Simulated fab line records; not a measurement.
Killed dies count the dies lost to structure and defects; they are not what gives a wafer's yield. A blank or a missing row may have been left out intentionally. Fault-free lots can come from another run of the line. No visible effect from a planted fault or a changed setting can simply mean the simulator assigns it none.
fab line records -- flow rit_cmos
record: lots: 5, wafers: 15, last_day: 7
route steps=202 shown CONTACT@172 M1@184
lots untouched by any fault: they come from a run of this same line in which no faults occurred
start_h: the number of hours between the record's first day and the start of the first shown wafer of the lot -- wait_h: hours since the lot's step before -- " same as the row above -- L1.1+2: one row covering several wafers at once -- - no value present, or no start provided -- * or withheld: withheld -- < > ~ a bound
route shown NAME@n: names a module that has steps shown in the file, with the first one's number in the route -- usual: the fault-free wafers' mean and standard deviation -- same: alike in all rows -- chamber/n: place in a boat -- sites: the reading at each site -- _std_site: the values' standard deviation -- _edge_site: outer sites' mean less inner sites' -- radius_mm: how far each site lies from the wafer's centre -- mask NAME#n: copy n -- behind: the last tool/chamber to shape the wafer -- hold: why the lot was held/for how many hours/how that ended -- device: which transistor (n, p or np) failed to switch -- end of line: the tests these same wafers got at the end of their route -- step lacking rows: just its recipe -- killed: dies lost to structure and defects at the first sort, not the wafer's yield -- map: dies across one wafer; x = killed, . = not, _ = none there
set.NAME: the run value of the setting; set.NAME@STEP: its run value at that earlier step -- model.NAME: the simulator's own value behind a step, which no gauge read
lots at selected steps of the route; one table per step, one row per wafer
services: a tool's chamber out of use, with start hour (start_h, from the record's first day; less than 0 if before it), hours out, and reason
== steps ==
step: RIT_CONTACT_SOFTBAKE_04
recipe: resist: NOVOLAK, temp_c: 90, time_s: 60
step: RIT_CONTACT_EXPOSE_05
recipe: mask_id: M11, na: 0.6, source_shape: conventional, sigma_outer: 0.5, target_cd_nm: 1000, dose_mj: 250
step: RIT_CONTACT_PEB_06
recipe: resist: NOVOLAK, temp_c: withheld, time_s: withheld
step: RIT_CONTACT_DEVELOP_07
recipe: resist: NOVOLAK, develop_time_s: 120, dev_temp_c: 23
step: RIT_CONTACT_CD_MEAS_08
recipe: target_cd_nm: 1000
usual: cd_nm: 999.9/2.2
lot.wafer,tool,chamber,start_h,wait_h,cd_nm
L646.1,cd_sem-02,-,72.90,-,999.5
L646.3,cd_sem-02,-,72.90,-,1001.5
L646.6,cd_sem-02,-,72.90,-,1001.9
L648.2,cd_sem-02,-,82.19,-,1002.5
L648.5,cd_sem-02,-,82.19,-,1003.8
L648.6,cd_sem-02,-,82.19,-,1003.2
L655.1,cd_sem-01,-,119.12,-,1000.4
L655.2,cd_sem-01,-,119.12,-,999.2
L655.3,cd_sem-01,-,119.12,-,997.2
L663.2,cd_sem-01,-,157.50,-,1002.9
L663.3,cd_sem-01,-,157.50,-,1001.0
L663.4,cd_sem-01,-,157.50,-,1001.4
L664.1,cd_sem-01,-,161.58,-,1002.5
L664.3,cd_sem-01,-,161.58,-,1000.9
L664.4,cd_sem-01,-,161.58,-,1001.2
step: RIT_CONTACT_OVL_MEAS_09
usual: CONTACT_OVL: 0.6/1.4
lot.wafer,tool,chamber,start_h,wait_h,CONTACT_OVL[nm]
L646.1,overlay-01,-,73.02,0.1,1.2
L646.3,overlay-01,-,73.02,0.1,1.2
L646.6,overlay-01,-,73.02,0.1,1.4
L648.2,overlay-01,-,82.29,0.1,-0.7
L648.5,overlay-01,-,82.29,0.1,-1.0
L648.6,overlay-01,-,82.29,0.1,0.4
L655.1,overlay-01,-,119.24,0.1,1.0
L655.2,overlay-01,-,119.24,0.1,1.3
L655.3,overlay-01,-,119.24,0.1,0.5
L663.2,overlay-01,-,157.61,0.1,1.6
L663.3,overlay-01,-,157.61,0.1,1.4
L663.4,overlay-01,-,157.61,0.1,1.7
L664.1,overlay-01,-,161.70,0.1,4.3
L664.3,overlay-01,-,161.70,0.1,3.4
L664.4,overlay-01,-,161.70,0.1,4.6
step: RIT_CONTACT_HARDBAKE_10
recipe: resist: NOVOLAK, temp_c: 140, time_s: 60
step: RIT_CONTACT_ETCH_11
recipe: target_depth_a: 4800, over_etch_frac: 0.2194, stop_on: TiSi2, chemistry: CHF3/CF4/Ar, target: SiO2, CHF3_flow_sccm: 50, cf4_flow_sccm: 10, Ar_flow_sccm: 100, O2_flow_sccm: 5, pressure_mtorr: 100, rf_w: 200, time_s: 320
usual: cf4_flow_sccm: 10.000/0.027, chamber_pressure_mTorr: 99.99/0.087, drypump_motor_current_A: 5.8/0.54, oes_product_au: 0.989/0.012, throttle_valve_pct: 8.88/0.12
lot.wafer,tool,chamber,start_h,wait_h,cf4_flow_sccm,chamber_pressure_mTorr,drypump_motor_current_A,oes_product_au,rf_hours_counter_h,throttle_valve_pct
L646.1,rie_diel-04,2,73.21,0.1,10.039,100.09,6.3,0.970,141,8.88
L646.3,rie_diel-04,3,73.21,0.1,10.028,99.96,5.3,0.984,35,8.98
L646.6,rie_diel-04,1,73.21,0.1,9.987,100.08,5.6,0.995,-,8.92
L648.2,rie_diel-01,1,82.52,0.1,10.016,99.94,5.8,1.010,154,8.70
L648.5,rie_diel-01,3,82.52,0.1,10.039,99.97,6.2,0.981,-,8.78
L648.6,rie_diel-01,0,82.52,0.1,9.997,100.00,4.8,0.999,-,8.68
L655.1,rie_diel-03,1,119.42,0.1,9.995,100.01,6.4,0.994,86,8.79
L655.2,rie_diel-03,3,119.42,0.1,9.985,100.15,6.1,0.978,124,8.79
L655.3,rie_diel-03,2,119.42,0.1,10.006,99.89,6.6,0.975,117,9.08
L663.2,rie_diel-01,1,157.79,0.1,9.975,100.02,5.8,0.985,0,8.72
L663.3,rie_diel-01,0,157.79,0.1,10.043,99.91,4.8,0.993,9,8.68
L663.4,rie_diel-01,3,157.79,0.1,9.960,99.92,6.2,0.975,40,8.76
L664.1,rie_diel-04,0,161.88,0.1,10.036,100.04,5.4,1.004,54,8.82
L664.3,rie_diel-04,3,161.88,0.1,10.006,99.87,5.3,0.983,37,9.00
L664.4,rie_diel-04,2,161.88,0.1,9.962,99.96,6.3,0.982,142,8.89
step: RIT_CONTACT_STRIP_12
recipe: chemistry: O2, time_s: 180, resist: NOVOLAK, platen_temp_c: withheld, power_w: 500, pressure_mtorr: 4000, o2_flow_sccm: 4000
usual: chamber_pressure_mTorr: 4000/3.4, drypump_motor_current_A: 5.6/0.57
lot.wafer,tool,chamber,start_h,wait_h,chamber_pressure_mTorr,drypump_motor_current_A,rf_hours_counter_h
L646.1,plasma_asher-04,0,73.41,0.1,3991,5.0,43
L646.3,plasma_asher-04,1,73.41,0.1,3994,6.3,-
L646.6,plasma_asher-04,0,73.41,0.1,4001,5.0,-
L648.2,plasma_asher-03,0,82.72,0.1,3999,5.9,45
L648.5,plasma_asher-03,0,82.72,0.1,4002,5.9,-
L648.6,plasma_asher-03,1,82.72,0.1,4003,6.1,-
L655.1,plasma_asher-03,0,119.62,0.1,4004,5.9,49
L655.2,plasma_asher-03,1,119.62,0.1,4003,6.0,49
L655.3,plasma_asher-03,1,119.62,0.1,4003,6.0,-
L663.2,plasma_asher-02,1,157.98,0.1,3998,4.7,39
L663.3,plasma_asher-02,0,157.98,0.1,4001,5.8,-
L663.4,plasma_asher-02,1,157.98,0.1,4006,4.7,-
L664.1,plasma_asher-03,1,162.08,0.1,4001,6.0,54
L664.3,plasma_asher-03,1,162.08,0.1,3998,6.0,-
L664.4,plasma_asher-03,0,162.08,0.1,4007,5.9,-
step: RIT_CONTACT_CD_MEAS_90
recipe: target_cd_nm: 1000
usual: cd_nm: 1000.0/2.3
lot.wafer,tool,chamber,start_h,wait_h,cd_nm
L646.1,cd_sem-01,-,73.58,0.1,999.9
L646.3,cd_sem-01,-,73.58,0.1,1001.2
L646.6,cd_sem-01,-,73.58,0.1,1001.5
L648.2,cd_sem-02,-,82.91,0.1,1002.9
L648.5,cd_sem-02,-,82.91,0.1,1004.1
L648.6,cd_sem-02,-,82.91,0.1,1003.2
L655.1,cd_sem-02,-,119.79,0.1,1000.1
L655.2,cd_sem-02,-,119.79,0.1,998.7
L655.3,cd_sem-02,-,119.79,0.1,996.9
L663.2,cd_sem-02,-,158.18,0.1,1002.6
L663.3,cd_sem-02,-,158.18,0.1,1000.7
L663.4,cd_sem-02,-,158.18,0.1,1001.5
L664.1,cd_sem-01,-,162.25,0.1,1002.4
L664.3,cd_sem-01,-,162.25,0.1,1000.5
L664.4,cd_sem-01,-,162.25,0.1,1001.6
step: RIT_CONTACT_CLEAN_13
recipe: chemistry: SC1, mix: 3:3:50, time_s: 600, temp_c: 75
step: RIT_CONTACT_CLEAN_14
recipe: chemistry: SC2, mix: 3:3:50, time_s: 600, temp_c: 75, dry: n2_spin
step: RIT_M1_SPUTTER_00
recipe: material: Al, target_thk_nm: 400, power_w: 2000, chamber_pressure_pa: 0.4, gas: Ar, time_s: 500, substrate_temp_c: 25
usual: throttle_valve_pct: 30.1/0.65
lot.wafer,tool,chamber,start_h,wait_h,throttle_valve_pct,model.Al_of_M1_SPUTTER_00.thk_nm
L646.1,pvd_sputter-04,-,74.05,0.0,31.1,398.9
L646.3,pvd_sputter-04,-,74.05,0.0,30.0,398.4
L646.6,pvd_sputter-04,-,74.05,0.0,31.0,396.9
L648.2,pvd_sputter-04,-,83.38,0.0,30.1,398.5
L648.5,pvd_sputter-04,-,83.38,0.0,30.1,399.1
L648.6,pvd_sputter-04,-,83.38,0.0,31.1,398.4
L655.1,pvd_sputter-02,-,120.26,0.0,30.2,398.8
L655.2,pvd_sputter-02,-,120.26,0.0,29.8,403.1
L655.3,pvd_sputter-02,-,120.26,0.0,30.1,404.6
L663.2,pvd_sputter-02,-,158.64,0.0,30.3,642.4
L663.3,pvd_sputter-02,-,158.64,0.0,29.6,399.3
L663.4,pvd_sputter-02,-,158.64,0.0,29.9,399
L664.1,pvd_sputter-04,-,162.72,0.0,30.8,394.3
L664.3,pvd_sputter-04,-,162.72,0.0,30.9,399.5
L664.4,pvd_sputter-04,-,162.72,0.0,29.9,395.2
step: RIT_M1_RS_MEAS_01
recipe: thk_meas_gauge: four-point-probe, reads: Al_of_M1_SPUTTER_00
usual: M1_AL_RS: 0.0733/0.00061
lot.wafer,tool,chamber,start_h,wait_h,M1_AL_RS[ohm/sq]
L646.1,film_metro-02,-,74.34,0.1,0.0737
L646.3,film_metro-02,-,74.34,0.1,0.0738
L646.6,film_metro-02,-,74.34,0.1,0.0741
L648.2,film_metro-04,-,83.69,0.2,0.0737
L648.5,film_metro-04,-,83.69,0.2,0.0735
L648.6,film_metro-04,-,83.69,0.2,0.0736
L655.1,film_metro-02,-,120.56,0.1,0.0737
L655.2,film_metro-02,-,120.56,0.1,0.0730
L655.3,film_metro-02,-,120.56,0.1,0.0727
L663.2,film_metro-03,-,158.96,0.2,0.0453
L663.3,film_metro-03,-,158.96,0.2,0.0736
L663.4,film_metro-03,-,158.96,0.2,0.0735
L664.1,film_metro-03,-,163.02,0.1,0.0743
L664.3,film_metro-03,-,163.02,0.1,0.0735
L664.4,film_metro-03,-,163.02,0.1,0.0742
step: RIT_M1_THK_MEAS_02
recipe: thk_meas_gauge: xrf, reads: Al_of_M1_SPUTTER_00
usual: M1_AL_THK: 397/4
lot.wafer,tool,chamber,start_h,wait_h,M1_AL_THK[nm]
L646.1,film_metro-02,-,74.46,0.1,400
L646.3,film_metro-02,-,74.46,0.1,397
L646.6,film_metro-02,-,74.46,0.1,396
L648.2,film_metro-04,-,83.80,0.1,395
L648.5,film_metro-04,-,83.80,0.1,395
L648.6,film_metro-04,-,83.80,0.1,396
L655.1,film_metro-02,-,120.68,0.1,396
L655.2,film_metro-02,-,120.68,0.1,400
L655.3,film_metro-02,-,120.68,0.1,403
L663.2,film_metro-03,-,159.07,0.1,633
L663.3,film_metro-03,-,159.07,0.1,394
L663.4,film_metro-03,-,159.07,0.1,395
L664.1,film_metro-03,-,163.14,0.1,390
L664.3,film_metro-03,-,163.14,0.1,394
L664.4,film_metro-03,-,163.14,0.1,390
step: RIT_M1_HMDS_03
recipe: prime_time_s: 60, prime_temp_c: 140
step: RIT_M1_COAT_04
recipe: resist: NOVOLAK, spin_rpm: 2000, resist_thk_nm: 1300
step: RIT_M1_SOFTBAKE_05
recipe: resist: NOVOLAK, temp_c: 90, time_s: 60
step: RIT_M1_EXPOSE_06
recipe: mask_id: M12, na: 0.6, source_shape: conventional, sigma_outer: 0.5, target_cd_nm: 2600, dose_mj: 250
step: RIT_M1_PEB_07
recipe: resist: NOVOLAK, temp_c: withheld, time_s: withheld
step: RIT_M1_DEVELOP_08
recipe: resist: NOVOLAK, develop_time_s: 68.94, dev_temp_c: 23
step: RIT_M1_CD_MEAS_09
recipe: target_cd_nm: 2600
usual: cd_nm: 2600.4/2.4
lot.wafer,tool,chamber,start_h,wait_h,cd_nm
L646.1,cd_sem-02,-,75.64,-,2599.8
L646.3,cd_sem-02,-,75.64,-,2601.0
L646.6,cd_sem-02,-,75.64,-,2602.3
L648.2,cd_sem-01,-,84.88,-,2599.5
L648.5,cd_sem-01,-,84.88,-,2599.7
L648.6,cd_sem-01,-,84.88,-,2598.7
L655.1,cd_sem-01,-,121.62,-,2595.7
L655.2,cd_sem-01,-,121.62,-,2597.0
L655.3,cd_sem-01,-,121.62,-,2597.3
L663.2,cd_sem-01,-,160.14,-,2596.6
L663.3,cd_sem-01,-,160.14,-,2598.1
L663.4,cd_sem-01,-,160.14,-,2599.6
L664.1,cd_sem-01,-,164.08,-,2596.2
L664.3,cd_sem-01,-,164.08,-,2597.6
L664.4,cd_sem-01,-,164.08,-,2598.0
step: RIT_M1_OVL_MEAS_10
usual: M1_OVL: 0.1/1.6
lot.wafer,tool,chamber,start_h,wait_h,M1_OVL[nm]
L646.1,overlay-01,-,75.76,0.1,0.8
L646.3,overlay-01,-,75.76,0.1,0.2
L646.6,overlay-01,-,75.76,0.1,0.7
L648.2,overlay-02,-,84.98,0.1,0.0
L648.5,overlay-02,-,84.98,0.1,-2.9
L648.6,overlay-02,-,84.98,0.1,-1.1
L655.1,overlay-01,-,121.74,0.1,0.6
L655.2,overlay-01,-,121.74,0.1,0.2
L655.3,overlay-01,-,121.74,0.1,1.1
L663.2,overlay-02,-,160.25,0.1,-2.7
L663.3,overlay-02,-,160.25,0.1,-1.7
L663.4,overlay-02,-,160.25,0.1,-2.4
L664.1,overlay-02,-,164.20,0.1,0.7
L664.3,overlay-02,-,164.20,0.1,-2.0
L664.4,overlay-02,-,164.20,0.1,-0.6
step: RIT_M1_HARDBAKE_11
recipe: resist: NOVOLAK, temp_c: 140, time_s: 120
step: RIT_M1_METAL_ETCH_12
recipe: stop_on: SiO2, chemistry: Cl2/BCl3, target: Al, time_s: 165, over_etch_frac: 0.5, pressure_mtorr: 100, target_depth_a: 6000, rf_w: 250, Cl2_flow_sccm: 60, bcl3_flow_sccm: 50
usual: chamber_pressure_mTorr: 100.00/0.092, drypump_motor_current_A: 5.86/0.29, he_backside_leak_sccm: 3.3/0.32, oes_product_au: 0.786/0.013, throttle_valve_pct: 8.25/0.13
lot.wafer,tool,chamber,start_h,wait_h,chamber_pressure_mTorr,drypump_motor_current_A,he_backside_leak_sccm,oes_product_au,rf_hours_counter_h,throttle_valve_pct
L646.1,rie_metal-02,1,76.04,0.2,99.93,6.09,4.0,0.776,1,8.35
L646.3,rie_metal-02,1,76.04,0.2,100.04,6.08,3.7,0.778,-,8.36
L646.6,rie_metal-02,1,76.04,0.2,99.93,6.09,3.6,0.777,-,8.34
L648.2,rie_metal-01,1,85.26,0.2,99.79,5.60,3.4,0.778,3,8.18
L648.5,rie_metal-01,1,85.26,0.2,99.82,5.60,3.4,0.790,-,8.19
L648.6,rie_metal-01,0,85.26,0.2,100.08,5.94,3.2,0.799,-,8.12
L655.1,rie_metal-02,1,122.02,0.2,100.17,6.09,3.5,0.774,3,8.33
L655.2,rie_metal-02,0,122.02,0.2,100.01,5.17,3.4,0.802,0,8.05
L655.3,rie_metal-02,0,122.02,0.2,100.16,5.18,3.3,0.803,-,8.04
L663.2,rie_metal-04,1,160.53,0.2,100.05,6.22,3.0,1.013,0,8.35
L663.3,rie_metal-04,1,160.53,0.2,99.94,6.22,3.0,0.793,-,8.39
L663.4,rie_metal-04,0,160.53,0.2,100.05,5.87,3.1,0.782,-,8.38
L664.1,rie_metal-01,1,164.48,0.2,100.12,5.60,3.5,0.775,4,8.18
L664.3,rie_metal-01,0,164.48,0.2,99.92,5.96,3.1,0.804,-,8.11
L664.4,rie_metal-01,1,164.48,0.2,99.96,5.56,3.5,0.786,-,8.19
step: RIT_M1_STRIP_13
recipe: chemistry: nmp, resist: NOVOLAK, temp_c: 80, time_s: 600, dry: n2_spin
step: RIT_M1_PROBE_99
usual: defect_limited_yield: 97.4/1.2, killed_at_M0_to_M3: 0.0/0.12, killed_at_contacts: 0.1/0.24, killed_at_front_end: 7/3.1, killed_dies: 7/3.1, killed_on_rim: 1.7/1.4, killed_open: 3.6/2.1, killed_short: 3.2/2, sort_bin_3_pad_short: 0.1/0.2, sort_bin_5_function: 1.4/0.8, sort_bin_6_memory: 1.0/0.72, sort_n_pass: 257/3.1, sort_yield_pct: 97.4/1.2
same: gross_dies: 264, killed_at_M4_up: 0, killed_at_back_side: 0, killed_at_other: 0
lot.wafer,tool,chamber,start_h,wait_h,defect_limited_yield[%],killed_at_M0_to_M3,killed_at_contacts,killed_at_front_end,killed_dies,killed_on_rim,killed_open,killed_short,sort_bin_3_pad_short[%],sort_bin_5_function[%],sort_bin_6_memory[%],sort_n_pass,sort_yield_pct[%],model.etest.tester.sort_n_pass,model.etest.tester.sort_yield_pct,model.etest.tester.sort_bin_5_pct,model.etest.antenna_poly.over_limit,model.etest.ppoly_line.short,model.etest.diode_pplus_nwell.short,model.etest.diode_nwell_sub.over_limit,model.etest.antenna_contact.over_limit
L646.1,prober-02,-,78.46,0.1,98.1,0,0,5,5,1,3,2,0,1.1,0.8,259,98.1,259,98.11,1.136,0,0,0,0,0
L646.3,prober-02,-,78.56,0.2,98.9,0,0,3,3,0,2,1,0,0.8,0.4,261,98.9,261,98.86,0.7576,0,0,0,0,0
L646.6,prober-02,-,78.71,0.2,97.0,0,0,8,8,1,5,3,0,1.9,1.1,256,97.0,256,96.97,1.894,0,0,0,0,0
L648.2,prober-02,-,87.56,0.1,97.7,0,0,6,6,1,2,4,0.4,1.1,0.8,258,97.7,258,97.73,1.136,0,0,0,0,0
L648.5,prober-02,-,87.71,0.2,97.3,0,0,7,7,3,2,5,0.4,1.5,0.8,257,97.3,257,97.35,1.515,0,0,0,0,0
L648.6,prober-02,-,87.76,0.2,96.6,0,0,9,9,3,5,4,0,1.9,1.5,255,96.6,255,96.59,1.894,0,0,0,0,0
L655.1,prober-01,-,124.50,0.1,98.5,0,0,4,4,0,1,3,0,0.4,1.1,260,98.5,260,98.48,0.3788,0,0,0,0,0
L655.2,prober-01,-,124.55,0.1,97.0,0,0,8,8,1,4,4,0,1.9,1.1,256,97.0,256,96.97,1.894,0,0,0,0,0
L655.3,prober-01,-,124.60,0.2,97.3,0,0,7,7,1,3,4,0,1.1,1.5,257,97.3,257,97.35,1.136,0,0,0,0,0
L663.2,prober-01,-,162.83,0.1,0.4,258,0,5,263,69,1,4,0.4,98.1,1.1,1,0.4,1,0.3788,98.11,1,1,1,1,1
L663.3,prober-01,-,162.88,0.2,97.3,0,0,7,7,4,5,2,0.4,1.1,1.1,257,97.3,257,97.35,1.136,0,0,0,0,0
L663.4,prober-01,-,162.93,0.2,97.7,0,0,6,6,1,1,5,0.4,1.5,0.4,258,97.7,258,97.73,1.515,0,0,0,0,0
L664.1,prober-02,-,167.09,0.1,94.7,0,0,14,14,2,8,6,0,3.8,1.5,250,94.7,250,94.7,3.788,0,0,0,0,0
L664.3,prober-02,-,167.19,0.2,95.8,0,0,11,11,2,4,7,0,3.0,1.1,253,95.8,253,95.83,3.03,0,0,0,0,0
L664.4,prober-02,-,167.24,0.2,98.9,0,1,2,3,0,3,0,0,0.4,0.8,261,98.9,261,98.86,0.3788,0,0,0,0,0
killed by level:class
L646.1 FOX1:geometric_particle:short=1 FOX2:geometric_particle:short=1 FOX2:geometric_particle:open=1 REOX:geometric_particle:open=1 SPACER:geometric_particle:open=1
L646.3 FOX1:geometric_particle:open=1 FOX1:geometric_particle:short=1 SPACER:geometric_particle:open=1
L646.6 GATE:geometric_particle:open=3 GATE:geometric_particle:short=2 FOX1:geometric_particle:open=1 SILICIDE:geometric_particle:open=1 SILICIDE:geometric_particle:short=1
L648.2 GATE:geometric_particle:short=3 FOX1:geometric_particle:open=1 SPACER:geometric_particle:short=1 SILICIDE:geometric_particle:open=1
L648.5 REOX:geometric_particle:short=2 FOX1:geometric_particle:open=1 FOX1:geometric_particle:short=1 GATE:geometric_particle:short=1 REOX:geometric_particle:open=1 SPACER:geometric_particle:short=1
L648.6 SILICIDE:geometric_particle:short=3 GATE:geometric_particle:open=2 REOX:geometric_particle:open=2 GATE:geometric_particle:short=1 SILICIDE:geometric_particle:open=1
L655.1 FOX1:geometric_particle:short=1 GATE:geometric_particle:short=1 GATE:geometric_particle:open=1 SILICIDE:geometric_particle:short=1
L655.2 GATE:geometric_particle:open=4 GATE:geometric_particle:short=4
L655.3 GATE:geometric_particle:short=2 SPACER:geometric_particle:short=2 FOX1:geometric_particle:open=1 GATE:geometric_particle:open=1 SILICIDE:geometric_particle:open=1
L663.2 M1:area_etch=258 FOX2:geometric_particle:short=1 GATE:geometric_particle:short=1 REOX:geometric_particle:short=1 SPACER:geometric_particle:short=1 SPACER:geometric_particle:open=1
L663.3 GATE:geometric_particle:open=4 FOX1:geometric_particle:open=1 GATE:geometric_particle:short=1 SPACER:geometric_particle:short=1
L663.4 SPACER:geometric_particle:short=2 FOX1:geometric_particle:short=1 FOX2:geometric_particle:short=1 GATE:geometric_particle:short=1 SILICIDE:geometric_particle:open=1
L664.1 FOX1:geometric_particle:open=2 GATE:geometric_particle:short=2 REOX:geometric_particle:open=2 REOX:geometric_particle:short=2 SILICIDE:geometric_particle:open=2 FOX1:geometric_particle:short=1 FOX2:geometric_particle:open=1 GATE:geometric_particle:open=1
L664.3 GATE:geometric_particle:short=2 REOX:geometric_particle:short=2 SPACER:geometric_particle:open=2 FOX1:geometric_particle:short=1 FOX2:geometric_particle:short=1 GATE:geometric_particle:open=1 SPACER:geometric_particle:short=1 SILICIDE:geometric_particle:open=1
L664.4 GATE:geometric_particle:open=1 SILICIDE:geometric_particle:open=1 CONTACT:geometric_particle:open=1
map L663.2 (x killed, . not)
________xxxxxxx_______
_____xxxxxxxxxxxxx____
____xxxxxxxxxxxxxxx___
___xxxxxxxxxxxxxxxxx__
__xxxxxxxxxxxxxxxxxxx_
__xxxxxxxxxxxxxxxxxxx_
_xxxxxxxxxxxxxxxxxxxxx
_xxxxxxxxxxxxxxxxxxxxx
_xxxxxxxxxxxxxxxxxxxxx
_.xxxxxxxxxxxxxxxxxxxx
__xxxxxxxxxxxxxxxxxxx_
__xxxxxxxxxxxxxxxxxxx_
___xxxxxxxxxxxxxxxxx__
____xxxxxxxxxxxxxxx___
_____xxxxxxxxxxxxx____
________xxxxxxx_______
map L655.2 (x killed, . not)
________......._______
_____..........x..____
____.......x.......___
___.................__
__............x......_
__...........x......._
_................x....
_.....x...............
_.....................
_.....................
__..................._
__.......x..........._
___.................__
____.........x.....___
_____.............____
________......._______
== services ==
tool,chamber,start_h,hours,kind
rie_diel-03,1,50.38,4.1,repair
rie_diel-01,1,50.65,7.4,repair
pvd_sputter-02,-,60.27,3.0,repair
rie_metal-01,1,108.50,3.6,repair
plasma_asher-03,-,108.71,1.9,repair
rie_diel-01,0,109.31,18.7,repair
rie_metal-04,1,111.21,1.0,repair
rie_diel-03,3,113.34,2.7,repair
rie_metal-04,-,116.70,0.2,repair
rie_diel-04,3,121.15,6.7,repair
rie_diel-01,1,127.97,-,clean
rie_diel-01,1,127.97,17.4,scheduled_down
rie_diel-01,1,127.97,17.4,vent_cycle
plasma_asher-03,-,130.36,2.8,pm
rie_metal-04,-,136.12,20.0,pm
rie_metal-04,0,136.12,20.0,vent_cycle
rie_metal-04,1,136.12,20.0,vent_cycle
rie_diel-01,0,140.41,2.9,repair
rie_diel-03,3,140.74,14.5,repair
rie_metal-04,0,156.12,-,clean
rie_metal-04,1,156.12,-,clean
== key ==
first_sign: step: RIT_M1_RS_MEAS_01, reading: M1_AL_RS, direction: down, sigmas: 46, usual: 0.0733, struck: 0.0453
effect: step: RIT_M1_THK_MEAS_02, reading: M1_AL_THK, direction: up, sigmas: 60, usual: 397, struck: 633
effect: step: RIT_M1_METAL_ETCH_12, reading: oes_product_au, direction: up, sigmas: 17, usual: 0.786, struck: 1.013
effect: step: RIT_M1_PROBE_99, reading: killed_at_M0_to_M3, direction: up, sigmas: 99+, usual: 0.0, struck: 258
model_effect: step: RIT_M1_SPUTTER_00, value: Al_of_M1_SPUTTER_00.thk_nm, without: 397.4, struck: 642.4
model_effect: step: RIT_M1_PROBE_99, value: etest.tester.sort_n_pass, without: 259, struck: 1
more_kills_born_at: RIT_M1_METAL_ETCH_12@rie_metal-04: 258
met_at RIT_M1_SPUTTER_00
struck_wafers L663.2
later_rows_left_out L663.2
onset_between 120.26 158.64
fault: kind: process_parameter_drift, tool: pvd_sputter-02, chamber: -, onset_h: 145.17, steps: RIT_M1_SPUTTER_00, channel: target_thk_nm, offset: 244.99, shape: step, end_h: 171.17, stated: 400, scope: struck_wafers_only
later_rows_left_out: the simulator's readings of these wafers behind a module that went badly wrong aren't trusted and aren't shown, but for the sort
